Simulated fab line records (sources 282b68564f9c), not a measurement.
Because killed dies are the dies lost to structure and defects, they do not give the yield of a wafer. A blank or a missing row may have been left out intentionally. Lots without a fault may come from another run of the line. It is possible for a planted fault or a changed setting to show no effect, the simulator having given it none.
fab line records / flow rit_cmos
record lots=6 wafers=18 last_day=7
route steps=202 shown ACTIVE@17 FOX1@20 FOX2@23 NWELL@28 M1@202
lots that met no fault: taken from a fault-free run of the same line
start_h: hours from the record's opening day to when the first of the lot's shown wafers began / wait_h: hours elapsed since this lot's preceding step / " same as the row above / L1.1+2: a single row standing in for several wafers / - no value, or no start was given / * or withheld: withheld / < > ~ a bound
route shown NAME@n: NAME is a module with steps in the file, n the number in the route of the first one / usual: mean/standard deviation taken from wafers without a fault / same: alike in all rows / chamber/n: place in a boat / sites: readings site by site / _std_site: the values' standard deviation / _edge_site: inner sites' mean taken away from outer sites' mean / radius_mm: for every site, how far away it sits from the centre of the wafer / mask NAME#n: copy n / behind: the tool/chamber that last shaped the wafer / hold: why the lot went on hold/how many hours it stayed there/how the hold came to an end / device: names the non-switching transistor (n, p or np) / end of line: the same wafers' tests at the end of the route / a step with no rows: only its recipe / killed: the dies lost at the first sort to structure and to defects; this is not the yield of the wafer / map: the dies of a wafer, with x for killed, . for not killed, _ for no die there
set.NAME: setting as actually run; set.NAME@STEP: the setting as run at that earlier step / model.NAME: the simulator's own value behind a step, which no gauge read
lots seen at some steps along the route; tables by step, rows by wafer
## steps
# step RIT_ACTIVE_CLEAN_15
# recipe chemistry=SC1 mix=3:3:50 time_s=600 temp_c=75
# step RIT_ACTIVE_CLEAN_16
# recipe chemistry=dHF dilution=50:1 time_s=30
# step RIT_ACTIVE_CLEAN_17
# recipe chemistry=SC2 mix=3:3:50 time_s=600 temp_c=75 dry=n2_spin
# step RIT_FOX1_OXIDATION_00
# recipe temp_c=1100 ambient=H2O target_thk_a=3507 p_h2o_torr=720 ox_time_s=1130
# step RIT_FOX1_THK_MEAS_01
# recipe reads=SiO2_of_FOX1_OXIDATION_00
# usual FOX1_OXIDE_THK=349/7.5
lot.wafer=L138.1 tool=film_metro-03 chamber=- start_h=31.94 wait_h=0.0 FOX1_OXIDE_THK[nm]=357
lot.wafer=L138.3 tool=film_metro-03 chamber=- start_h=31.94 wait_h=0.0 FOX1_OXIDE_THK[nm]=348
lot.wafer=L138.5 tool=film_metro-03 chamber=- start_h=31.94 wait_h=0.0 FOX1_OXIDE_THK[nm]=352
lot.wafer=L144.2 tool=film_metro-03 chamber=- start_h=63.63 wait_h=0.0 FOX1_OXIDE_THK[nm]=346
lot.wafer=L144.4 tool=film_metro-03 chamber=- start_h=63.63 wait_h=0.0 FOX1_OXIDE_THK[nm]=349
lot.wafer=L144.6 tool=film_metro-03 chamber=- start_h=63.63 wait_h=0.0 FOX1_OXIDE_THK[nm]=347
lot.wafer=L148.2 tool=film_metro-02 chamber=- start_h=84.49 wait_h=0.0 FOX1_OXIDE_THK[nm]=359
lot.wafer=L148.5 tool=film_metro-02 chamber=- start_h=84.49 wait_h=0.0 FOX1_OXIDE_THK[nm]=362
lot.wafer=L148.6 tool=film_metro-02 chamber=- start_h=84.49 wait_h=0.0 FOX1_OXIDE_THK[nm]=361
lot.wafer=L151.1 tool=film_metro-02 chamber=- start_h=96.94 wait_h=0.0 FOX1_OXIDE_THK[nm]=349
lot.wafer=L151.5 tool=film_metro-02 chamber=- start_h=96.94 wait_h=0.0 FOX1_OXIDE_THK[nm]=349
lot.wafer=L151.6 tool=film_metro-02 chamber=- start_h=96.94 wait_h=0.0 FOX1_OXIDE_THK[nm]=350
lot.wafer=L155.3 tool=film_metro-02 chamber=- start_h=117.45 wait_h=0.0 FOX1_OXIDE_THK[nm]=364
lot.wafer=L155.4 tool=film_metro-02 chamber=- start_h=117.45 wait_h=0.0 FOX1_OXIDE_THK[nm]=356
lot.wafer=L155.6 tool=film_metro-02 chamber=- start_h=117.45 wait_h=0.0 FOX1_OXIDE_THK[nm]=359
lot.wafer=L158.2 tool=film_metro-03 chamber=- start_h=131.96 wait_h=0.0 FOX1_OXIDE_THK[nm]=350
lot.wafer=L158.4 tool=film_metro-03 chamber=- start_h=131.96 wait_h=0.0 FOX1_OXIDE_THK[nm]=344
lot.wafer=L158.6 tool=film_metro-03 chamber=- start_h=131.96 wait_h=0.0 FOX1_OXIDE_THK[nm]=347
# step RIT_FOX1_WET_ETCH_02
# recipe chemistry=BOE target_depth_nm=350 time_s=390 temp_c=21.5 dry=n2_spin dilution=10:1 target=SiO2
# step RIT_FOX2_OXIDATION_00
# recipe temp_c=1100 ambient=H2O target_thk_a=3507 p_h2o_torr=720 ox_time_s=1130
# step RIT_FOX2_THK_MEAS_01
# recipe reads=SiO2_of_FOX2_OXIDATION_00
# usual FOX2_OXIDE_THK=353/6
lot.wafer=L138.1 tool=film_metro-03 chamber=- start_h=33.55 wait_h=0.0 FOX2_OXIDE_THK[nm]=353
lot.wafer=L138.3 tool=film_metro-03 chamber=- start_h=33.55 wait_h=0.0 FOX2_OXIDE_THK[nm]=350
lot.wafer=L138.5 tool=film_metro-03 chamber=- start_h=33.55 wait_h=0.0 FOX2_OXIDE_THK[nm]=351
lot.wafer=L144.2 tool=film_metro-03 chamber=- start_h=65.84 wait_h=0.0 FOX2_OXIDE_THK[nm]=346
lot.wafer=L144.4 tool=film_metro-03 chamber=- start_h=65.84 wait_h=0.0 FOX2_OXIDE_THK[nm]=343
lot.wafer=L144.6 tool=film_metro-03 chamber=- start_h=65.84 wait_h=0.0 FOX2_OXIDE_THK[nm]=346
lot.wafer=L148.2 tool=film_metro-04 chamber=- start_h=86.01 wait_h=0.0 FOX2_OXIDE_THK[nm]=344
lot.wafer=L148.5 tool=film_metro-04 chamber=- start_h=86.01 wait_h=0.0 FOX2_OXIDE_THK[nm]=352
lot.wafer=L148.6 tool=film_metro-04 chamber=- start_h=86.01 wait_h=0.0 FOX2_OXIDE_THK[nm]=337
lot.wafer=L151.1 tool=film_metro-01 chamber=- start_h=99.28 wait_h=0.0 FOX2_OXIDE_THK[nm]=361
lot.wafer=L151.5 tool=film_metro-01 chamber=- start_h=99.28 wait_h=0.0 FOX2_OXIDE_THK[nm]=356
lot.wafer=L151.6 tool=film_metro-01 chamber=- start_h=99.28 wait_h=0.0 FOX2_OXIDE_THK[nm]=358
lot.wafer=L155.3 tool=film_metro-04 chamber=- start_h=118.94 wait_h=0.0 FOX2_OXIDE_THK[nm]=360
lot.wafer=L155.4 tool=film_metro-04 chamber=- start_h=118.94 wait_h=0.0 FOX2_OXIDE_THK[nm]=359
lot.wafer=L155.6 tool=film_metro-04 chamber=- start_h=118.94 wait_h=0.0 FOX2_OXIDE_THK[nm]=357
lot.wafer=L158.2 tool=film_metro-04 chamber=- start_h=133.45 wait_h=0.0 FOX2_OXIDE_THK[nm]=353
lot.wafer=L158.4 tool=film_metro-04 chamber=- start_h=133.45 wait_h=0.0 FOX2_OXIDE_THK[nm]=357
lot.wafer=L158.6 tool=film_metro-04 chamber=- start_h=133.45 wait_h=0.0 FOX2_OXIDE_THK[nm]=357
# step RIT_FOX2_CLEAN_02
# recipe chemistry=dHF dilution=50:1 time_s=180
# step RIT_FOX2_WET_ETCH_03
# recipe chemistry=H3PO4 target=Si3N4 target_depth_nm=195 temp_c=165 time_s=2700
# step RIT_FOX2_THK_MEAS_90
# recipe reads=SiO2_of_FOX2_OXIDATION_00
# usual FIELD_OXIDE_LEFT_1_THK=326/6.1
lot.wafer=L138.1 tool=film_metro-03 chamber=- start_h=34.43 wait_h=0.0 FIELD_OXIDE_LEFT_1_THK[nm]=326
lot.wafer=L138.3 tool=film_metro-03 chamber=- start_h=34.43 wait_h=0.0 FIELD_OXIDE_LEFT_1_THK[nm]=323
lot.wafer=L138.5 tool=film_metro-03 chamber=- start_h=34.43 wait_h=0.0 FIELD_OXIDE_LEFT_1_THK[nm]=323
lot.wafer=L144.2 tool=film_metro-04 chamber=- start_h=66.72 wait_h=0.0 FIELD_OXIDE_LEFT_1_THK[nm]=319
lot.wafer=L144.4 tool=film_metro-04 chamber=- start_h=66.72 wait_h=0.0 FIELD_OXIDE_LEFT_1_THK[nm]=315
lot.wafer=L144.6 tool=film_metro-04 chamber=- start_h=66.72 wait_h=0.0 FIELD_OXIDE_LEFT_1_THK[nm]=319
lot.wafer=L148.2 tool=film_metro-04 chamber=- start_h=87.03 wait_h=0.0 FIELD_OXIDE_LEFT_1_THK[nm]=316
lot.wafer=L148.5 tool=film_metro-04 chamber=- start_h=87.03 wait_h=0.0 FIELD_OXIDE_LEFT_1_THK[nm]=325
lot.wafer=L148.6 tool=film_metro-04 chamber=- start_h=87.03 wait_h=0.0 FIELD_OXIDE_LEFT_1_THK[nm]=310
lot.wafer=L151.1 tool=film_metro-04 chamber=- start_h=100.23 wait_h=0.0 FIELD_OXIDE_LEFT_1_THK[nm]=334
lot.wafer=L151.5 tool=film_metro-04 chamber=- start_h=100.23 wait_h=0.0 FIELD_OXIDE_LEFT_1_THK[nm]=328
lot.wafer=L151.6 tool=film_metro-04 chamber=- start_h=100.23 wait_h=0.0 FIELD_OXIDE_LEFT_1_THK[nm]=332
lot.wafer=L155.3 tool=film_metro-04 chamber=- start_h=119.96 wait_h=0.0 FIELD_OXIDE_LEFT_1_THK[nm]=332
lot.wafer=L155.4 tool=film_metro-04 chamber=- start_h=119.96 wait_h=0.0 FIELD_OXIDE_LEFT_1_THK[nm]=331
lot.wafer=L155.6 tool=film_metro-04 chamber=- start_h=119.96 wait_h=0.0 FIELD_OXIDE_LEFT_1_THK[nm]=330
lot.wafer=L158.2 tool=film_metro-01 chamber=- start_h=134.33 wait_h=0.0 FIELD_OXIDE_LEFT_1_THK[nm]=325
lot.wafer=L158.4 tool=film_metro-01 chamber=- start_h=134.33 wait_h=0.0 FIELD_OXIDE_LEFT_1_THK[nm]=329
lot.wafer=L158.6 tool=film_metro-01 chamber=- start_h=134.33 wait_h=0.0 FIELD_OXIDE_LEFT_1_THK[nm]=329
# step RIT_NWELL_HMDS_00
# recipe prime_time_s=60 prime_temp_c=140
# step RIT_NWELL_COAT_01
# recipe resist=NOVOLAK spin_rpm=2000 resist_thk_nm=1300
# usual exhaust_pa=44.9/0.98 resist_line_temp_C=23.01/0.095 spin_speed_rpm=1999.9/1.3
lot.wafer=L138.1 tool=litho_track-01 chamber=0 start_h=34.64 wait_h=0.1 exhaust_pa=46.1 resist_line_temp_C=22.92 spin_speed_rpm=2001.9 model.NOVOLAK_of_NWELL_COAT_01.thk_nm=1301
lot.wafer=L138.3 tool=litho_track-01 chamber=0 start_h=34.64 wait_h=0.1 exhaust_pa=43.7 resist_line_temp_C=23.08 spin_speed_rpm=1999.4 model.NOVOLAK_of_NWELL_COAT_01.thk_nm=1297
lot.wafer=L138.5 tool=litho_track-01 chamber=0 start_h=34.64 wait_h=0.1 exhaust_pa=46.5 resist_line_temp_C=23.03 spin_speed_rpm=1999.6 model.NOVOLAK_of_NWELL_COAT_01.thk_nm=1302
lot.wafer=L144.2 tool=litho_track-04 chamber=0 start_h=66.94 wait_h=0.1 exhaust_pa=44.8 resist_line_temp_C=23.08 spin_speed_rpm=2000.4 model.NOVOLAK_of_NWELL_COAT_01.thk_nm=1298
lot.wafer=L144.4 tool=litho_track-04 chamber=0 start_h=66.94 wait_h=0.1 exhaust_pa=46.2 resist_line_temp_C=23.01 spin_speed_rpm=2001.5 model.NOVOLAK_of_NWELL_COAT_01.thk_nm=1307
lot.wafer=L144.6 tool=litho_track-04 chamber=0 start_h=66.94 wait_h=0.1 exhaust_pa=46.6 resist_line_temp_C=22.84 spin_speed_rpm=1998.5 model.NOVOLAK_of_NWELL_COAT_01.thk_nm=1303
lot.wafer=L148.2 tool=litho_track-01 chamber=0 start_h=87.26 wait_h=0.1 exhaust_pa=43.8 resist_line_temp_C=23.11 spin_speed_rpm=1890.9 model.NOVOLAK_of_NWELL_COAT_01.thk_nm=1338
lot.wafer=L148.5 tool=litho_track-01 chamber=0 start_h=87.26 wait_h=0.1 exhaust_pa=46.8 resist_line_temp_C=23.01 spin_speed_rpm=1888.1 model.NOVOLAK_of_NWELL_COAT_01.thk_nm=1338
lot.wafer=L148.6 tool=litho_track-01 chamber=0 start_h=87.26 wait_h=0.1 exhaust_pa=44.5 resist_line_temp_C=23.13 spin_speed_rpm=1890.7 model.NOVOLAK_of_NWELL_COAT_01.thk_nm=1336
lot.wafer=L151.1 tool=litho_track-01 chamber=0 start_h=100.44 wait_h=0.1 exhaust_pa=45.0 resist_line_temp_C=22.94 spin_speed_rpm=1886.3 model.NOVOLAK_of_NWELL_COAT_01.thk_nm=1334
lot.wafer=L151.5 tool=litho_track-01 chamber=0 start_h=100.44 wait_h=0.1 exhaust_pa=47.0 resist_line_temp_C=22.96 spin_speed_rpm=1885.1 model.NOVOLAK_of_NWELL_COAT_01.thk_nm=1337
lot.wafer=L151.6 tool=litho_track-01 chamber=0 start_h=100.44 wait_h=0.1 exhaust_pa=44.8 resist_line_temp_C=22.90 spin_speed_rpm=1888.7 model.NOVOLAK_of_NWELL_COAT_01.thk_nm=1335
lot.wafer=L155.3 tool=litho_track-04 chamber=0 start_h=120.20 wait_h=0.1 exhaust_pa=45.4 resist_line_temp_C=23.20 spin_speed_rpm=1998.4 model.NOVOLAK_of_NWELL_COAT_01.thk_nm=1298
lot.wafer=L155.4 tool=litho_track-04 chamber=0 start_h=120.20 wait_h=0.1 exhaust_pa=45.6 resist_line_temp_C=22.99 spin_speed_rpm=1999.9 model.NOVOLAK_of_NWELL_COAT_01.thk_nm=1301
lot.wafer=L155.6 tool=litho_track-04 chamber=0 start_h=120.20 wait_h=0.1 exhaust_pa=45.6 resist_line_temp_C=22.94 spin_speed_rpm=1999.3 model.NOVOLAK_of_NWELL_COAT_01.thk_nm=1300
lot.wafer=L158.2 tool=litho_track-04 chamber=0 start_h=134.58 wait_h=0.1 exhaust_pa=44.3 resist_line_temp_C=23.07 spin_speed_rpm=1998.8 model.NOVOLAK_of_NWELL_COAT_01.thk_nm=1300
lot.wafer=L158.4 tool=litho_track-04 chamber=0 start_h=134.58 wait_h=0.1 exhaust_pa=44.2 resist_line_temp_C=22.92 spin_speed_rpm=1999.9 model.NOVOLAK_of_NWELL_COAT_01.thk_nm=1297
lot.wafer=L158.6 tool=litho_track-04 chamber=0 start_h=134.58 wait_h=0.1 exhaust_pa=45.2 resist_line_temp_C=23.11 spin_speed_rpm=2000.0 model.NOVOLAK_of_NWELL_COAT_01.thk_nm=1297
# step RIT_NWELL_SOFTBAKE_02
# recipe resist=NOVOLAK temp_c=90 time_s=60
# step RIT_NWELL_EXPOSE_03
# recipe mask_id=M2 na=0.57 target_cd_nm=43900 dose_mj=250
# step RIT_NWELL_PEB_04
# recipe resist=NOVOLAK temp_c=withheld time_s=withheld
# step RIT_NWELL_DEVELOP_05
# recipe resist=NOVOLAK develop_time_s=68 dev_temp_c=23
# step RIT_NWELL_OVL_MEAS_06
# usual NWELL_OVL=0.4/1.5
lot.wafer=L138.1 tool=overlay-01 chamber=- start_h=35.37 wait_h=- NWELL_OVL[nm]=-0.9
lot.wafer=L138.3 tool=overlay-01 chamber=- start_h=35.37 wait_h=- NWELL_OVL[nm]=-0.6
lot.wafer=L138.5 tool=overlay-01 chamber=- start_h=35.37 wait_h=- NWELL_OVL[nm]=0.8
lot.wafer=L144.2 tool=overlay-01 chamber=- start_h=67.65 wait_h=- NWELL_OVL[nm]=-1.6
lot.wafer=L144.4 tool=overlay-01 chamber=- start_h=67.65 wait_h=- NWELL_OVL[nm]=0.9
lot.wafer=L144.6 tool=overlay-01 chamber=- start_h=67.65 wait_h=- NWELL_OVL[nm]=0.1
lot.wafer=L148.2 tool=overlay-01 chamber=- start_h=88.09 wait_h=- NWELL_OVL[nm]=-1.0
lot.wafer=L148.5 tool=overlay-01 chamber=- start_h=88.09 wait_h=- NWELL_OVL[nm]=1.9
lot.wafer=L148.6 tool=overlay-01 chamber=- start_h=88.09 wait_h=- NWELL_OVL[nm]=-0.9
lot.wafer=L151.1 tool=overlay-01 chamber=- start_h=101.19 wait_h=- NWELL_OVL[nm]=-1.9
lot.wafer=L151.5 tool=overlay-01 chamber=- start_h=101.19 wait_h=- NWELL_OVL[nm]=-2.6
lot.wafer=L151.6 tool=overlay-01 chamber=- start_h=101.19 wait_h=- NWELL_OVL[nm]=-0.6
lot.wafer=L155.3 tool=overlay-01 chamber=- start_h=121.04 wait_h=- NWELL_OVL[nm]=0.6
lot.wafer=L155.4 tool=overlay-01 chamber=- start_h=121.04 wait_h=- NWELL_OVL[nm]=0.5
lot.wafer=L155.6 tool=overlay-01 chamber=- start_h=121.04 wait_h=- NWELL_OVL[nm]=0.2
lot.wafer=L158.2 tool=overlay-01 chamber=- start_h=135.42 wait_h=- NWELL_OVL[nm]=1.1
lot.wafer=L158.4 tool=overlay-01 chamber=- start_h=135.42 wait_h=- NWELL_OVL[nm]=1.6
lot.wafer=L158.6 tool=overlay-01 chamber=- start_h=135.42 wait_h=- NWELL_OVL[nm]=-0.1
# step RIT_NWELL_HARDBAKE_07
# recipe resist=NOVOLAK temp_c=140 time_s=120
# usual exhaust_pa=44.9/0.91 plate_temp_C=140.01/0.16 resist_line_temp_C=23.00/0.093
lot.wafer=L138.1 tool=litho_track-04 chamber=0 start_h=35.40 wait_h=0.0 exhaust_pa=44.2 plate_temp_C=140.02 resist_line_temp_C=22.85 model.NOVOLAK_of_NWELL_COAT_01.thk_nm=1137
lot.wafer=L138.3 tool=litho_track-04 chamber=0 start_h=35.40 wait_h=0.0 exhaust_pa=45.7 plate_temp_C=140.14 resist_line_temp_C=23.04 model.NOVOLAK_of_NWELL_COAT_01.thk_nm=1135
lot.wafer=L138.5 tool=litho_track-04 chamber=0 start_h=35.40 wait_h=0.0 exhaust_pa=44.9 plate_temp_C=140.02 resist_line_temp_C=22.92 model.NOVOLAK_of_NWELL_COAT_01.thk_nm=1139
lot.wafer=L144.2 tool=litho_track-04 chamber=0 start_h=67.72 wait_h=0.1 exhaust_pa=45.1 plate_temp_C=139.99 resist_line_temp_C=23.06 model.NOVOLAK_of_NWELL_COAT_01.thk_nm=1136
lot.wafer=L144.4 tool=litho_track-04 chamber=0 start_h=67.72 wait_h=0.1 exhaust_pa=44.7 plate_temp_C=139.95 resist_line_temp_C=23.00 model.NOVOLAK_of_NWELL_COAT_01.thk_nm=1143
lot.wafer=L144.6 tool=litho_track-04 chamber=0 start_h=67.72 wait_h=0.1 exhaust_pa=44.3 plate_temp_C=140.01 resist_line_temp_C=22.95 model.NOVOLAK_of_NWELL_COAT_01.thk_nm=1140
lot.wafer=L148.2 tool=litho_track-03 chamber=0 start_h=88.16 wait_h=0.1 exhaust_pa=43.6 plate_temp_C=139.89 resist_line_temp_C=22.85 model.NOVOLAK_of_NWELL_COAT_01.thk_nm=1169
lot.wafer=L148.5 tool=litho_track-03 chamber=0 start_h=88.16 wait_h=0.1 exhaust_pa=44.3 plate_temp_C=139.97 resist_line_temp_C=22.83 model.NOVOLAK_of_NWELL_COAT_01.thk_nm=1170
lot.wafer=L148.6 tool=litho_track-03 chamber=0 start_h=88.16 wait_h=0.1 exhaust_pa=45.7 plate_temp_C=139.73 resist_line_temp_C=22.86 model.NOVOLAK_of_NWELL_COAT_01.thk_nm=1168
lot.wafer=L151.1 tool=litho_track-01 chamber=0 start_h=101.22 wait_h=0.0 exhaust_pa=45.1 plate_temp_C=140.40 resist_line_temp_C=23.04 model.NOVOLAK_of_NWELL_COAT_01.thk_nm=1166
lot.wafer=L151.5 tool=litho_track-01 chamber=0 start_h=101.22 wait_h=0.0 exhaust_pa=45.4 plate_temp_C=140.14 resist_line_temp_C=23.07 model.NOVOLAK_of_NWELL_COAT_01.thk_nm=1168
lot.wafer=L151.6 tool=litho_track-01 chamber=0 start_h=101.22 wait_h=0.0 exhaust_pa=45.3 plate_temp_C=140.01 resist_line_temp_C=23.06 model.NOVOLAK_of_NWELL_COAT_01.thk_nm=1167
lot.wafer=L155.3 tool=litho_track-04 chamber=0 start_h=121.14 wait_h=0.1 exhaust_pa=45.3 plate_temp_C=139.93 resist_line_temp_C=23.02 model.NOVOLAK_of_NWELL_COAT_01.thk_nm=1135
lot.wafer=L155.4 tool=litho_track-04 chamber=0 start_h=121.14 wait_h=0.1 exhaust_pa=44.7 plate_temp_C=140.06 resist_line_temp_C=23.02 model.NOVOLAK_of_NWELL_COAT_01.thk_nm=1138
lot.wafer=L155.6 tool=litho_track-04 chamber=0 start_h=121.14 wait_h=0.1 exhaust_pa=44.0 plate_temp_C=139.84 resist_line_temp_C=23.01 model.NOVOLAK_of_NWELL_COAT_01.thk_nm=1137
lot.wafer=L158.2 tool=litho_track-04 chamber=0 start_h=135.49 wait_h=0.1 exhaust_pa=43.8 plate_temp_C=139.86 resist_line_temp_C=23.07 model.NOVOLAK_of_NWELL_COAT_01.thk_nm=1137
lot.wafer=L158.4 tool=litho_track-04 chamber=0 start_h=135.49 wait_h=0.1 exhaust_pa=44.1 plate_temp_C=139.94 resist_line_temp_C=23.13 model.NOVOLAK_of_NWELL_COAT_01.thk_nm=1134
lot.wafer=L158.6 tool=litho_track-04 chamber=0 start_h=135.49 wait_h=0.1 exhaust_pa=47.1 plate_temp_C=140.02 resist_line_temp_C=23.08 model.NOVOLAK_of_NWELL_COAT_01.thk_nm=1134
# step RIT_NWELL_IMPLANT_08
# recipe species=P energy_kev=170 dose_cm2=5e+13 tilt_deg=7
# step RIT_M1_PROBE_99
# usual killed_at_contacts=0.1/0.38 killed_at_front_end=6.9/2.9 killed_dies=7.1/3 killed_open=3.5/2.1 killed_short=3.5/2
# same gross_dies=264 killed_at_M0_to_M3=0 killed_at_M4_up=0 killed_at_back_side=0 killed_at_other=0
lot.wafer=L155.3 tool=prober-01 chamber=- start_h=156.58 wait_h=0.2 killed_at_contacts=0 killed_at_front_end=8 killed_dies=8 killed_open=5 killed_short=2
lot.wafer=L155.4 tool=prober-01 chamber=- start_h=156.63 wait_h=0.2 killed_at_contacts=0 killed_at_front_end=3 killed_dies=3 killed_open=2 killed_short=1
lot.wafer=L155.6 tool=prober-01 chamber=- start_h=156.73 wait_h=0.2 killed_at_contacts=0 killed_at_front_end=8 killed_dies=8 killed_open=4 killed_short=3
# killed by level:class
L155.3 FOX1:geometric_particle:open=3 FOX1:geometric_particle:short=1 GATE:geometric_particle:open=1 GATE:geometric_particle:short=1 SPACER:geometric_particle:open=1 PRETRO:coat_microbubble_printed=1
L155.4 FOX1:geometric_particle:open=1 FOX1:geometric_particle:short=1 SILICIDE:geometric_particle:open=1
L155.6 GATE:geometric_particle:open=2 REOX:geometric_particle:short=2 FOX1:geometric_particle:short=1 FOX1:geometric_particle:open=1 FOX2:geometric_particle:open=1 PRETRO:coat_microbubble_printed=1
## key
first_sign step=RIT_NWELL_COAT_01 reading=spin_speed_rpm direction=down sigmas=86 usual=1999.9 struck=1888.3
effect none on later readings
model_effect step=RIT_NWELL_COAT_01 value=NOVOLAK_of_NWELL_COAT_01.thk_nm without=1298 struck=1336
model_effect step=RIT_NWELL_HARDBAKE_07 value=NOVOLAK_of_NWELL_COAT_01.thk_nm without=1135 struck=1168
met_at RIT_NWELL_COAT_01
struck_wafers L148.2,L148.5,L148.6,L151.1,L151.5,L151.6
tester_left_out L148,L151
onset_between 34.64 87.26
fault kind=process_parameter_drift tool=litho_track-01 chamber=- onset_h=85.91 steps=RIT_NWELL_COAT_01 channel=spin_rpm offset=-113.01 shape=step end_h=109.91 acts_in=these_recipes_only stated=2000
# tester_left_out: of these lots the tester's yield and bins aren't shown, on N5 and GAA mostly nor the transistor test; their killed dies are dies lost to structure and defects alone, not to doping, threshold or leakage, so they don't give the yield
